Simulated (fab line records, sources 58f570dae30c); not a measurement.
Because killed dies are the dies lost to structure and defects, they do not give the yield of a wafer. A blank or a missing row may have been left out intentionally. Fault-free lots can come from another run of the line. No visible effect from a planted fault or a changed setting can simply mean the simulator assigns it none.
Which tool did it? + flow berkeley_cmos170 + 14 lots, 42 wafers sampled, at 1 step of a route of 331

## WHAT THE GAUGES READ, wafer by wafer
The record holds no reading of a measuring or inspecting step that can be judged against a usual standard deviation.

## WHICH TOOL RAN EACH LOT (tool, then ch and the chambers of the sampled wafers, then the start)
| lot  | UCB170_NSD_DEVELOP_05             |
|------|-----------------------------------|
| L469 | litho_track-02 ch 0, day 8 01:00  |
| L471 | litho_track-01 ch 0, day 8 09:00  |
| L475 | litho_track-03 ch 0, day 9 08:00  |
| L476 | litho_track-02 ch 0, day 9 08:00  |
| L479 | litho_track-03 ch 0, day 9 19:00  |
| L477 | litho_track-02 ch 0, day 9 19:00  |
| L480 | litho_track-02, day 10 12:00      |
| L481 | litho_track-03, day 10 13:00      |
| L482 | litho_track-02 ch 0, day 10 14:00 |
| L483 | litho_track-02 ch 0, day 10 20:00 |
| L486 | litho_track-02 ch 0, day 11 03:00 |
| L489 | litho_track-03 ch 0, day 12 00:00 |
| L490 | litho_track-01 ch 0, day 12 00:00 |
| L491 | litho_track-03 ch 0, day 12 13:00 |
- UCB170_NSD_DEVELOP_05: develop time 45 s.

## WHAT THE TOOLS THEMSELVES READ (means of the sampled wafers that have a number; where no wafer has one, the mark that the record gives instead)
UCB170_NSD_DEVELOP_05.
| lot  | tool           | chill_plate_temp_C (C) |
|------|----------------|------------------------|
| L469 | litho_track-02 | 23.16                  |
| L471 | litho_track-01 | 22.99                  |
| L475 | litho_track-03 | 23.15                  |
| L476 | litho_track-02 | 22.98                  |
| L479 | litho_track-03 | 22.77                  |
| L477 | litho_track-02 | 22.91                  |
| L480 | litho_track-02 | -                      |
| L481 | litho_track-03 | -                      |
| L482 | litho_track-02 | 22.98                  |
| L483 | litho_track-02 | 22.97                  |
| L486 | litho_track-02 | 22.92                  |
| L489 | litho_track-03 | 22.95                  |
| L490 | litho_track-01 | 22.91                  |
| L491 | litho_track-03 | 22.94                  |

## THE ANSWER, worked out from the rows above alone
Rule: usual is defined by the lots themselves. The widest of any qualifying gaps counts: lots, ordered by their means at a reading, are off when they make up no more than a third of the lots, leave a main group of 4 or more, and stand apart from it by 3 or more times the standard deviation of that group's means. Not used: any main group whose means are identical at the precision the tables above print for the reading. Also off: a lot with no number at a reading for which 4 or more lots have one. Any other lot the step has rows for is counted as sound. Order of review: gauges by route order, followed by the tools' own readings, for which a lot's mean as printed above is used. The first step at which some lot is off is used, and at that step the reading that is off furthest; a lot without a number counts as furthest.
Off at UCB170_NSD_DEVELOP_05 (chill_plate_temp_C): L480, L481. Without a number there: L480, L481. The main group has a mean of 22.97 C with a standard deviation of 0.1.
A tool fits if, at that step or a process step before it, it ran every lot that is off, and no sound lot after the first of them. None of those tried fits.

## WHAT THE SIMULATOR PUT IN
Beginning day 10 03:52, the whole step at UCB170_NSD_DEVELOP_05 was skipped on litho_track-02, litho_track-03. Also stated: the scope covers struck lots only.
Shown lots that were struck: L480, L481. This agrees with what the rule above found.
